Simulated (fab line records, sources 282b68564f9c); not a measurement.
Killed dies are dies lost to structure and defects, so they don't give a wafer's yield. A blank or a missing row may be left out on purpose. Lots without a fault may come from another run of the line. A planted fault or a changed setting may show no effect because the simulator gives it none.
fab line records | flow rit_cmos
record lots=7 wafers=21 last_day=5
route steps=202 shown GATE@77 FOX2@80 M1@202
lots that met no fault: from a run of the same line without faults
start_h: hours from the record's first day to the start of the lot's first wafer shown | wait_h: hours since the lot's step before | " the same as in the row above | L1.1+2: a row that stands for several wafers | - no value, or no start given | * or withheld: withheld | < > ~ a bound
route shown NAME@n: a module of which the file shows steps, and the number in the route of the first | usual: mean/standard deviation of fault-free wafers | same: alike in all rows | chamber/n: place in a boat | sites: the reading at each site | _std_site: their standard deviation | _edge_site: outer sites' mean less inner sites' | radius_mm: how far each site lies from the wafer's centre | mask NAME#n: copy n | behind: the tool/chamber that last shaped the wafer | hold: why the lot was held/for how many hours/how that ended | device: the transistor (n, p or np) that didn't switch | end of line: the same wafers' tests at the end of the route | a step without rows: its recipe alone | killed: dies lost to structure and defects at the first sort, not the wafer's yield | map: a wafer's dies, x killed, . not, _ none there
set.NAME: the setting as run; set.NAME@STEP: as run at that earlier step | model.NAME: the simulator's own value behind a step, which no gauge read
lots at some steps of the route; a table a step, a row a wafer
## steps
# step RIT_GATE_CLEAN_02
# recipe chemistry=dHF dilution=50:1 time_s=30
# step RIT_GATE_CLEAN_03
# recipe chemistry=SC2 mix=3:3:50 time_s=600 temp_c=75 dry=n2_spin
# step RIT_GATE_CLEAN_04
# recipe chemistry=dHF dilution=50:1 time_s=60 dry=n2_spin
# step RIT_FOX2_THK_MEAS_91
# recipe reads=SiO2_of_FOX2_OXIDATION_00
# usual FIELD_OXIDE_LEFT_2_THK=257/5.1
# columns lot.wafer tool chamber start_h wait_h FIELD_OXIDE_LEFT_2_THK[nm]
L872.1 film_metro-01 - 35.69 0.0 261
L872.3 " - " " 263
L872.4 " - " " 264
L878.1 film_metro-01 - 63.87 0.0 261
L878.2 " - " " 259
L878.5 " - " " 260
L879.1 film_metro-01 - 70.42 0.0 251
L879.3 " - " " 249
L879.4 " - " " 258
L880.2 film_metro-01 - 75.55 0.0 260
L880.4 " - " " 259
L880.5 " - " " 257
L881.4 film_metro-01 - 81.32 0.0 259
L881.5 " - " " 258
L881.6 " - " " 265
L882.1 film_metro-01 - 84.59 0.0 262
L882.2 " - " " 265
L882.6 " - " " 258
L885.1 film_metro-04 - 97.24 0.0 246
L885.5 " - " " 252
L885.6 " - " " 242
# step RIT_GATE_OXIDATION_05
# recipe temp_c=900 ambient=O2 target_thk_a=30 ox_time_s=270
# step RIT_GATE_ANNEAL_06
# recipe temp_c=900 time_s=600 ambient=N2O
# step RIT_GATE_THK_MEAS_07
# recipe reads=SiO2_of_GATE_OXIDATION_05
# usual GATE_OXIDE_THK=3.00/0.062
# columns lot.wafer tool chamber start_h wait_h GATE_OXIDE_THK[nm]
L872.1 film_metro-01 - 38.70 0.0 2.89
L872.3 " - " " 2.86
L872.4 " - " " 2.86
L878.1 film_metro-04 - 68.18 0.0 2.99
L878.2 " - " " 3.01
L878.5 " - " " 2.98
L879.1 film_metro-01 - 72.31 0.0 2.87
L879.3 " - " " 2.87
L879.4 " - " " 2.87
L880.2 film_metro-04 - 79.70 0.0 3.04
L880.4 " - " " 3.09
L880.5 " - " " 3.04
L881.4 film_metro-01 - 83.67 0.0 2.99
L881.5 " - " " 2.95
L881.6 " - " " 3.02
L882.1 film_metro-04 - 87.06 0.0 2.99
L882.2 " - " " 2.98
L882.6 " - " " 3.06
L885.1 film_metro-01 - 99.76 0.0 3.02
L885.5 " - " " 2.94
L885.6 " - " " 3.07
# step RIT_GATE_CVD_08
# recipe material=poly-Si target_thk_nm=250 temp_c=610 precursor=SiH4 time_s=2220 pressure_mtorr=300 sih4_flow_sccm=100
# step RIT_GATE_THK_MEAS_09
# recipe reads=poly-Si_of_GATE_CVD_08
# usual GATE_POLY_THK=249.3/2.4
# columns lot.wafer tool chamber start_h wait_h GATE_POLY_THK[nm]
L872.1 film_metro-01 - 41.55 0.0 250.0
L872.3 " - " " 248.9
L872.4 " - " " 250.2
L878.1 film_metro-03 - 69.86 0.0 249.3
L878.2 " - " " 246.7
L878.5 " - " " 248.9
L879.1 film_metro-01 - 73.99 0.0 246.2
L879.3 " - " " 245.8
L879.4 " - " " 245.9
L880.2 film_metro-04 - 82.28 0.0 250.2
L880.4 " - " " 250.3
L880.5 " - " " 249.3
L881.4 film_metro-04 - 87.60 0.0 246.8
L881.5 " - " " 248.3
L881.6 " - " " 247.9
L882.1 film_metro-04 - 90.61 0.0 248.7
L882.2 " - " " 249.2
L882.6 " - " " 248.2
L885.1 film_metro-01 - 101.98 0.0 247.7
L885.5 " - " " 247.3
L885.6 " - " " 245.9
# step RIT_GATE_HMDS_10
# recipe prime_time_s=60 prime_temp_c=140
# step RIT_GATE_COAT_11
# recipe resist=NOVOLAK spin_rpm=4250 resist_thk_nm=850
# step RIT_GATE_SOFTBAKE_12
# recipe resist=NOVOLAK temp_c=90 time_s=60
# step RIT_GATE_EXPOSE_13
# recipe mask_id=M6 na=0.6 source_shape=conventional sigma_outer=0.6 target_cd_nm=150 dose_mj=380
# usual stage_vel_mm_s=500.08/0.26
# columns lot.wafer tool chamber start_h wait_h mask stage_vel_mm_s model.GATE.overlay_x_nm
L872.1 iline_stepper-02 0 42.18 0.2 M6#0 499.49 -0.2532
L872.3 " 0 " " M6#0 499.73 -0.2532
L872.4 " 0 " " M6#0 499.86 -0.2532
L878.1 iline_stepper-02 0 70.37 0.1 M6#0 499.88 2.015
L878.2 " 0 " " M6#0 499.87 2.015
L878.5 " 0 " " M6#0 499.87 2.015
L879.1 iline_stepper-02 0 74.50 0.1 M6#0 500.28 130.6
L879.3 " 0 " " M6#0 499.80 130.6
L879.4 " 0 " " M6#0 499.64 130.6
L880.2 iline_stepper-02 0 82.80 0.1 M6#0 500.17 129.3
L880.4 " 0 " " M6#0 500.09 129.3
L880.5 " 0 " " M6#0 500.29 129.3
L881.4 iline_stepper-01 0 88.41 0.2 M6#0 500.34 0.4327
L881.5 " 0 " " M6#0 500.39 0.4327
L881.6 " 0 " " M6#0 500.46 0.4327
L882.1 iline_stepper-01 0 91.12 0.1 M6#0 499.84 0.2046
L882.2 " 0 " " M6#0 499.93 0.2046
L882.6 " 0 " " M6#0 500.11 0.2046
L885.1 iline_stepper-02 0 102.75 0.2 M6#0 500.09 129.9
L885.5 " 0 " " M6#0 499.90 129.9
L885.6 " 0 " " M6#0 500.03 129.9
# step RIT_GATE_PEB_14
# recipe resist=NOVOLAK temp_c=withheld time_s=withheld
# step RIT_GATE_DEVELOP_15
# recipe resist=NOVOLAK develop_time_s=50 dev_temp_c=21.83
# step RIT_GATE_CD_MEAS_16
# recipe target_cd_nm=150
# usual cd_nm=150.0/2.1
# columns lot.wafer tool chamber start_h wait_h cd_nm
L872.1 cd_sem-02 - 42.76 - 149.6
L872.3 " - " " 151.8
L872.4 " - " " 153.6
L878.1 cd_sem-01 - 70.77 - 150.2
L878.2 " - " " 149.7
L878.5 " - " " 151.0
L879.1 cd_sem-02 - 74.99 - 148.3
L879.3 " - " " 151.5
L879.4 " - " " 150.2
L880.2 cd_sem-01 - 83.20 - 150.7
L880.4 " - " " 154.3
L880.5 " - " " 149.2
L881.4 cd_sem-02 - 88.81 - 151.7
L881.5 " - " " 150.8
L881.6 " - " " 152.0
L882.1 cd_sem-02 - 91.52 - 146.1
L882.2 " - " " 147.7
L882.6 " - " " 145.5
L885.1 cd_sem-02 - 103.15 - 148.8
L885.5 " - " " 150.2
L885.6 " - " " 149.0
# step RIT_GATE_OVL_MEAS_17
# usual GATE_OVL=-0.9/1.4
# columns lot.wafer tool chamber start_h wait_h GATE_OVL[nm]
L872.1 overlay-01 - 42.91 0.1 -2.0
L872.3 " - " " -1.0
L872.4 " - " " -1.9
L878.1 overlay-01 - 70.89 0.1 -0.4
L878.2 " - " " 0.4
L878.5 " - " " -0.5
L879.1 overlay-02 - 75.11 0.1 128.8
L879.3 " - " " 129.7
L879.4 " - " " 128.5
L880.2 overlay-01 - 83.31 0.1 130.1
L880.4 " - " " 129.6
L880.5 " - " " 128.9
L881.4 overlay-02 - 88.89 0.1 -1.4
L881.5 " - " " -0.6
L881.6 " - " " -0.5
L882.1 overlay-01 - 91.64 0.1 -2.0
L882.2 " - " " -1.5
L882.6 " - " " -1.0
L885.1 overlay-02 - 103.27 0.1 127.4
L885.5 " - " " 129.7
L885.6 " - " " 126.9
# step RIT_GATE_HARDBAKE_18
# recipe resist=NOVOLAK temp_c=140 time_s=60
# step RIT_M1_PROBE_99
# usual killed_at_M0_to_M3=0.0/0.12 killed_at_contacts=0.0/0.16 killed_at_front_end=7.1/2.7 killed_dies=7.2/2.7 killed_on_rim=1.9/1.2 killed_open=3.5/1.9 killed_short=3.6/1.9
# same gross_dies=264 killed_at_M4_up=0 killed_at_back_side=0 killed_at_other=0
# columns lot.wafer tool chamber start_h wait_h killed_at_M0_to_M3 killed_at_contacts killed_at_front_end killed_dies killed_on_rim killed_open killed_short model.etest.pldd.width_nm model.etest.nldd.width_nm model.etest.select_edge_diode_p.leak_log10_a model.etest.select_edge_diode_n.leak_log10_a model.etest.gate_end_array.leak_log10_a_um
L872.1 prober-02 - 63.34 0.1 0 0 9 9 3 5 4 3162 3171 -10.39 -9.887 -12.87
L872.3 prober-02 - 63.44 0.2 0 0 3 3 0 0 3 3156 3167 -10.52 -9.708 -12.88
L872.4 prober-02 - 63.49 0.2 0 0 6 6 1 2 4 3169 3164 -10.34 -9.563 -12.85
L878.1 prober-02 - 91.79 0.1 0 1 6 7 2 3 4 3176 3174 -10.38 -9.7 -12.86
L878.2 prober-02 - 91.84 0.1 1 0 8 9 4 3 5 3187 3182 -10.58 -9.892 -12.92
L878.5 prober-02 - 91.99 0.2 0 0 9 9 4 7 2 3196 3196 -10.36 -9.959 -12.88
L879.1 prober-01 - 96.97 0.1 0 0 10 10 1 3 6 3134 3114 -8.362 -7.83 -12.29
L879.3 prober-01 - 97.07 0.2 0 0 5 5 1 3 1 3122 3127 -8.459 -7.92 -12.13
L879.4 prober-01 - 97.12 0.2 0 0 4 4 1 1 2 3126 3129 -7.978 -7.793 -12.18
L880.2 prober-02 - 103.27 0.1 0 0 4 4 2 1 3 3133 3127 -8.002 -7.351 -12.21
L880.4 prober-02 - 103.37 0.2 0 0 3 3 0 1 2 3120 3144 -8.033 -7.378 -12.22
L880.5 prober-02 - 103.42 0.2 0 0 8 8 2 6 2 3116 3133 -8.223 -7.494 -12.06
L881.4 prober-01 - 110.24 0.2 0 0 7 7 2 3 4 3181 3162 -10.33 -9.771 -12.89
L881.5 prober-01 - 110.29 0.2 0 0 10 10 4 5 5 3176 3156 -10.38 -9.597 -12.89
L881.6 prober-01 - 110.34 0.2 0 1 3 4 1 1 3 3145 3171 -10.38 -10 -12.8
L882.1 prober-02 - 112.45 0.1 0 0 7 7 3 6 1 3164 3178 -10.45 -9.824 -12.9
L882.2 prober-02 - 112.50 0.1 0 0 6 6 1 6 0 3159 3175 -10.73 -9.876 -12.8
L882.6 prober-02 - 112.70 0.2 0 0 7 7 2 1 6 3183 3189 -10.41 -9.902 -12.9
L885.1 prober-01 - 124.62 0.1 0 0 4 4 1 1 3 3140 3130 -8.141 -7.686 -12.09
L885.5 prober-01 - 124.82 0.2 0 0 3 3 1 1 2 3128 3104 -8.175 -7.816 -12.37
L885.6 prober-01 - 124.87 0.2 0 0 2 2 1 1 1 3116 3117 -8.256 -7.897 -12.22
# killed by level:class
L872.1 GATE:geometric_particle:open=2 GATE:geometric_particle:short=2 SPACER:geometric_particle:open=2 FOX2:geometric_particle:short=1 SILICIDE:geometric_particle:short=1 SILICIDE:geometric_particle:open=1
L872.3 GATE:geometric_particle:short=2 SILICIDE:geometric_particle:short=1
L872.4 REOX:geometric_particle:short=2 SILICIDE:geometric_particle:open=2 GATE:geometric_particle:short=1 SILICIDE:geometric_particle:short=1
L878.1 GATE:geometric_particle:short=2 REOX:geometric_particle:short=2 FOX1:geometric_particle:open=1 REOX:geometric_particle:open=1 CONTACT:geometric_particle:open=1
L878.2 REOX:geometric_particle:short=2 SILICIDE:geometric_particle:open=2 SILICIDE:geometric_particle:short=2 FOX1:geometric_particle:short=1 REOX:geometric_particle:open=1 M1:coat_microbubble_printed=1
L878.5 FOX1:geometric_particle:open=2 GATE:geometric_particle:short=2 SILICIDE:geometric_particle:open=2 GATE:geometric_particle:open=1 REOX:geometric_particle:open=1 SPACER:geometric_particle:open=1
L879.1 SPACER:geometric_particle:short=2 SILICIDE:geometric_particle:open=2 FOX1:geometric_particle:short=1 FOX2:geometric_particle:short=1 GATE:geometric_particle:open=1 GATE:geometric_particle:short=1 SILICIDE:geometric_particle:short=1 NRETRO:coat_microbubble_printed=1
L879.3 SILICIDE:geometric_particle:open=3 GATE:geometric_particle:short=1 NRETRO:coat_microbubble_printed=1
L879.4 GATE:geometric_particle:short=2 GATE:geometric_particle:open=1 NRETRO:coat_microbubble_printed=1
L880.2 GATE:geometric_particle:short=2 SPACER:geometric_particle:short=1 SPACER:geometric_particle:open=1
L880.4 FOX1:geometric_particle:short=1 GATE:geometric_particle:open=1 SPACER:geometric_particle:short=1
L880.5 SILICIDE:geometric_particle:open=2 FOX1:geometric_particle:open=1 FOX2:geometric_particle:open=1 GATE:geometric_particle:short=1 GATE:geometric_particle:open=1 SPACER:geometric_particle:short=1 SPACER:geometric_particle:open=1
L881.4 SPACER:geometric_particle:short=2 FOX1:geometric_particle:open=1 GATE:geometric_particle:open=1 GATE:geometric_particle:short=1 REOX:geometric_particle:open=1 REOX:geometric_particle:short=1
L881.5 GATE:geometric_particle:short=4 GATE:geometric_particle:open=3 FOX1:geometric_particle:open=2 SPACER:geometric_particle:short=1
L881.6 GATE:geometric_particle:short=1 GATE:geometric_particle:open=1 REOX:geometric_particle:short=1 CONTACT:geometric_particle:short=1
L882.1 FOX1:geometric_particle:open=2 SPACER:geometric_particle:open=2 GATE:geometric_particle:open=1 SILICIDE:geometric_particle:open=1 SILICIDE:geometric_particle:short=1
L882.2 FOX1:geometric_particle:open=3 GATE:geometric_particle:open=2 SPACER:geometric_particle:open=1
L882.6 GATE:geometric_particle:short=4 FOX1:geometric_particle:short=1 GATE:geometric_particle:open=1 SPACER:geometric_particle:short=1
L885.1 FOX1:geometric_particle:short=1 GATE:geometric_particle:short=1 SPACER:geometric_particle:open=1 SILICIDE:geometric_particle:short=1
L885.5 FOX2:geometric_particle:short=1 GATE:geometric_particle:short=1 GATE:geometric_particle:open=1
L885.6 GATE:geometric_particle:short=1 REOX:geometric_particle:open=1
## key
first_sign step=RIT_GATE_OVL_MEAS_17 reading=GATE_OVL direction=up sigmas=93 usual=-0.9 struck=128.8
effect none on later readings
model_effect step=RIT_GATE_EXPOSE_13 value=GATE.overlay_x_nm without=-0.08334 struck=129.9
model_effect step=RIT_M1_PROBE_99 value=etest.pldd.width_nm without=3177 struck=3126
met_at RIT_GATE_EXPOSE_13
struck_wafers L879.1,L879.3,L879.4,L880.2,L880.4,L880.5,L885.1,L885.5,L885.6
tester_left_out L879,L880,L885
onset_between 70.37 74.50
fault kind=scanner_matching_overlay tool=iline_stepper-02 chamber=- onset_h=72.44 steps=RIT_GATE_EXPOSE_13 offset=130
# tester_left_out: of these lots the tester's yield and bins aren't shown, on N5 and GAA mostly nor the transistor test; their killed dies are dies lost to structure and defects alone, not to doping, threshold or leakage, so they don't give the yield
